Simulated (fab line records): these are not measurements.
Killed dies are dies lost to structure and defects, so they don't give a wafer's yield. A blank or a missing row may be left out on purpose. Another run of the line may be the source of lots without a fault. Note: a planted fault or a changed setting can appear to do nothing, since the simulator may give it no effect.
Struck lot and sound lot, side by side	flow berkeleyCmos170	16 steps out of a route of 331
Sound: wafers L767.1, L767.3, L767.5. Wafers struck: L774.2, L774.4, L774.5. At the end, the cause is stated.
Order at every step that has rows: each side's tool, ch and its chambers, its first start. Under that, the readings that differ: sound wafers	struck wafers	difference of the means	sigmas: that difference in standard deviations of wafers without a fault.
alike: readings whose means differ by less than 2 such deviations, and words and numbers that are the same on both sides. not compared: withheld readings, readings that some wafer has no value for, bounds like >300 that may hide the same value, and numbers for which the record gives no deviation and whose values overlap.
A row with sigmas, a row that says differs or no value, or rows on one side alone: a step with any of these is where the two part. Numbers that don't overlap but have no deviation are shown without sigmas and don't part them. A reading that every wafer of one side lacks parts them only if that side has two wafers or more.

first, 1 step without rows for these wafers: UCB170_PWELL_OXIDATION_02 (target thk 26.4 nm, ox time 1260 s).
UCB170_PWELL_THK_MEAS_03:
  struck on filmMetro-02, day 4 16:05; sound on filmMetro-04, day 3 03:35
reading	sound	struck	difference	sigmas
PWELL_OXIDE_THK (nm)	25.5 25.9 25.8	26.9 27.2 27.0	+1.3	+3
then, 2 steps without rows for these wafers: UCB170_PWELL_ANNEAL_04 (time 900 s); UCB170_PWELL_CVD_05 (deposits Si3N4 from SiH2Cl2/NH3, target thk 220 nm, time 3300 s).
UCB170_PWELL_THK_MEAS_06:
  struck on filmMetro-04, day 4 23:17; sound on filmMetro-03, day 3 11:26
  alike: PWELL_NITRIDE_THK
then, 6 steps without rows for these wafers: UCB170_PWELL_HMDS_07 (prime time 60 s); UCB170_PWELL_COAT_08 (resist thk 900 nm); UCB170_PWELL_SOFTBAKE_09 (time 60 s); UCB170_PWELL_EXPOSE_10 (exposes mask PWELL, target cd 3000 nm); UCB170_PWELL_PEB_11; UCB170_PWELL_DEVELOP_12 (develop time 45 s).
UCB170_PWELL_OVL_MEAS_13:
  struck on overlay-02, day 5 00:56; sound on overlay-01, day 3 13:01
  alike: PWELL_OVL
UCB170_PWELL_ETCH_14: etches Si3N4 in CH3F/Ar/O2, stops on SiO2, target depth 242 nm, time 151 s.
  sound on rieDiel-04 ch 0,1, day 3 13:03; struck on rieDiel-04 ch 0,1,3, day 5 00:58
  no value came back on the struck wafers for any of 5 readings (CH3F_flow_sccm (sccm), O2_flow_sccm (sccm) and others); on the sound wafers CH3F_flow_sccm (sccm) reads 19.91 20.00 19.97
reading	sound	struck	difference	sigmas
model.KrF_of_PWELL_COAT_08.thkNm (nm)	721.8 724.4 727.9	887.3 885.6 887.1	+162.0	
model.SiO2_of_PWELL_OXIDATION_02.thkNm (nm)	21.46 22.27 22.13	26.9 27.19 26.98	+5.1	
  not compared: rfHoursCounterH
next, for these wafers, 1 step has no rows: UCB170_PWELL_IMPLANT_15.
UCB170_PWELL_STRIP_16: strips in O2.
  sound on plasmaAsher-02 ch 0,1, day 3 13:19; struck on plasmaAsher-04 ch 0,1, day 5 01:13
reading	sound	struck	difference	sigmas
oesProductAu (a.u.)	0.718 0.719 0.722	0.739 0.732 0.736	+0.016	+3
stripTimeToEndpointS (s)	18.03 18.08 18.18	21.67 21.62 21.66	+3.55	+49
  alike: drypumpMotorCurrentA
  not compared: rfHoursCounterH
UCB170_PWELL_TW_MEAS_17:
  struck on filmMetro-02, day 5 01:20; sound on filmMetro-02, day 3 13:25
  alike: PWELL_TW

WHERE THEY PART
Last at UCB170_PWELL_STRIP_16 as far as this record goes, first at UCB170_PWELL_THK_MEAS_03. Later steps at which nothing parts them and some readings are alike: UCB170_PWELL_TW_MEAS_17.

WHY: what the simulator had put in
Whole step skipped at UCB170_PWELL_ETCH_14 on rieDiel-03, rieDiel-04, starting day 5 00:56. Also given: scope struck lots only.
